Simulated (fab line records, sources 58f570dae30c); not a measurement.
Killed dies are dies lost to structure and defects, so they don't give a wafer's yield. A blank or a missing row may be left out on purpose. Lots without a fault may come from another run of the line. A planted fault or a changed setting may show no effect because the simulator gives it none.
Which tool did it? | flow berkeley_cmos170 | 14 lots, 42 wafers sampled, at 4 steps of a route of 331

WHAT THE GAUGES READ, wafer by wafer
UCB170_PVT_TW_MEAS_09.
lot  | measured     | on            | PVT_TW
L369 | day 6 00:09  | film_metro-03 | 506.3 502.7 505.4
L370 | day 6 09:34  | film_metro-01 | 505.1 503.6 502.7
L371 | day 7 11:10  | film_metro-02 | 508.4 506.1 506.7
L373 | day 7 11:19  | film_metro-02 | 508.5 510.1 507.9
L372 | day 7 11:37  | film_metro-02 | 510.0 506.6 507.5
L376 | day 8 06:51  | film_metro-03 | 504.1 505.8 507.3
L375 | day 8 06:22  | film_metro-03 | 502.6 505.7 508.1
L374 | day 8 06:41  | film_metro-03 | 506.7 503.1 506.0
L379 | day 9 03:48  | film_metro-01 | 500.8 505.1 504.1
L381 | day 9 09:54  | film_metro-03 | 509.4 511.3 508.9
L382 | day 9 09:43  | film_metro-03 | 509.6 511.0 509.3
L380 | day 9 10:01  | film_metro-01 | 503.0 505.8 503.7
L387 | day 10 11:32 | film_metro-01 | 502.5 502.3 505.2
L389 | day 10 17:33 | film_metro-03 | 507.9 507.6 508.0

UCB170_SPACER_THK_MEAS_01.
lot  | measured     | on            | SPACER_TEOS_THK (nm)
L369 | day 6 22:58  | film_metro-03 | 374 375 374
L370 | day 7 07:53  | film_metro-04 | 372 380 382
L371 | day 8 13:37  | film_metro-04 | 370 381 378
L373 | day 8 14:07  | film_metro-04 | 369 370 379
L372 | day 8 14:51  | film_metro-04 | 373 376 375
L376 | day 8 23:56  | film_metro-03 | 369 374 374
L375 | day 8 23:13  | film_metro-03 | 374 371 377
L374 | day 9 00:07  | film_metro-03 | 376 381 377
L379 | day 10 00:12 | film_metro-03 | 350 346 358
L381 | day 10 01:33 | film_metro-04 | 378 373 378
L382 | day 10 01:07 | film_metro-03 | 347 349 355
L380 | day 10 00:48 | film_metro-03 | 372 371 377
L387 | day 11 08:25 | film_metro-03 | 371 378 384
L389 | day 11 15:38 | film_metro-03 | 375 377 379

WHICH TOOL RAN EACH LOT (tool, then ch and the chambers of the sampled wafers, then the start)
lot  | UCB170_PFIELD_STRIP_08              | UCB170_SPACER_CVD_00
L369 | plasma_asher-04 ch 0,1, day 4 08:37 | pecvd-02 ch 0,1,2, day 6 22:55
L370 | plasma_asher-03 ch 0,1, day 4 21:44 | pecvd-04 ch 0,1,2, day 7 07:49
L371 | plasma_asher-01 ch 0,1, day 5 14:50 | pecvd-04 ch 1,2, day 8 13:34
L373 | plasma_asher-04 ch 0,1, day 5 15:10 | pecvd-03 ch 0,2, day 8 14:04
L372 | plasma_asher-01 ch 0, day 5 15:50   | pecvd-02 ch 0,2, day 8 14:48
L376 | plasma_asher-04 ch 0,1, day 6 04:32 | pecvd-03 ch 1,2, day 8 23:53
L375 | plasma_asher-03 ch 0,1, day 6 04:34 | pecvd-04 ch 0,1,2, day 8 23:09
L374 | plasma_asher-01 ch 0,1, day 6 04:41 | pecvd-02 ch 0,1, day 9 00:03
L379 | plasma_asher-03 ch 0,1, day 7 06:37 | pecvd-04 ch 0,1, day 10 00:10
L381 | plasma_asher-01 ch 1, day 7 17:23   | pecvd-03 ch 0,1, day 10 01:28
L382 | plasma_asher-04 ch 0,1, day 7 17:44 | pecvd-04 ch 0,1,2, day 10 01:04
L380 | plasma_asher-01 ch 0,1, day 7 18:06 | pecvd-02 ch 1,2, day 10 00:45
L387 | plasma_asher-04 ch 0,1, day 8 21:01 | pecvd-02 ch 0,1, day 11 08:21
L389 | plasma_asher-01 ch 0,1, day 9 04:16 | pecvd-02 ch 0,2, day 11 15:35
- UCB170_PFIELD_STRIP_08: strips in O2.
- UCB170_SPACER_CVD_00: deposits SiO2 from TEOS/O2, target thk 376 nm, time 47 s.

WHAT THE TOOLS THEMSELVES READ (means of the sampled wafers that have a number; where no wafer has one, the mark that the record gives instead)
UCB170_PFIELD_STRIP_08.
lot  | tool            | drypump_motor_current_A (A) | oes_product_au (a.u.) | strip_time_to_endpoint_s (s)
L369 | plasma_asher-04 | 6.25                        | 0.737                 | 21.55
L370 | plasma_asher-03 | 6.30                        | 0.733                 | 21.55
L371 | plasma_asher-01 | 6.28                        | 0.731                 | 21.70
L373 | plasma_asher-04 | 6.26                        | 0.738                 | 21.61
L372 | plasma_asher-01 | 6.29                        | 0.736                 | 21.74
L376 | plasma_asher-04 | 6.28                        | 0.731                 | 21.52
L375 | plasma_asher-03 | 6.09                        | 0.735                 | 21.65
L374 | plasma_asher-01 | 6.28                        | 0.736                 | 21.54
L379 | plasma_asher-03 | 6.32                        | 0.733                 | 21.68
L381 | plasma_asher-01 | 6.24                        | 0.736                 | 21.60
L382 | plasma_asher-04 | 6.27                        | 0.739                 | 21.60
L380 | plasma_asher-01 | 6.25                        | 0.733                 | 21.62
L387 | plasma_asher-04 | 6.15                        | 0.731                 | 21.63
L389 | plasma_asher-01 | 6.25                        | 0.732                 | 21.57

UCB170_SPACER_CVD_00.
lot  | tool     | heater_power_w (W)
L369 | pecvd-02 | 329
L370 | pecvd-04 | 254
L371 | pecvd-04 | 242
L373 | pecvd-03 | 303
L372 | pecvd-02 | 338
L376 | pecvd-03 | 242
L375 | pecvd-04 | 278
L374 | pecvd-02 | 331
L379 | pecvd-04 | 268
L381 | pecvd-03 | 271
L382 | pecvd-04 | 253
L380 | pecvd-02 | 309
L387 | pecvd-02 | 348
L389 | pecvd-02 | 313

THE ANSWER, worked out from the rows above alone
Rule: what is usual is taken from the lots themselves. Put in order of their means at a reading, lots are off if they are a third of the lots or fewer, leave a main group of 4 or more, and stand apart from it by a gap of 3 or more times the standard deviation of the main group's means; of several such gaps the widest counts. A main group whose means are all the same, to the digits that the tables above print for the reading, isn't used. A lot without any number at a reading at which 4 lots or more have one is off too. The other lots that the step has rows for count as sound. The gauges are gone through in route order, then the tools' own readings, and for those a lot's mean is taken as printed above. The first step at which some lot is off is used, and at that step the reading that is off furthest; a lot without a number counts as furthest.
Off: L379, L382, at UCB170_SPACER_THK_MEAS_01 (SPACER_TEOS_THK). The main group: mean 375 nm, standard deviation 2.
A tool fits if, at a process step before that reading, it ran every lot that is off, and no sound lot after the first of them. The gauges at UCB170_SPACER_THK_MEAS_01 are tried like those tools. One fits: pecvd-04 at UCB170_SPACER_CVD_00. Its last sound lot is L375 (day 8 23:09), its first lot that is off L379 (day 10 00:10): a fault that began between those two fits.

WHAT THE SIMULATOR HAD PUT IN
Process parameter drift: pecvd-04, from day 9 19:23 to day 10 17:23, at UCB170_SPACER_CVD_00. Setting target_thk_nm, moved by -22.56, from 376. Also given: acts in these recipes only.
Lots struck among those shown: L379, L382. The rule above found the same.
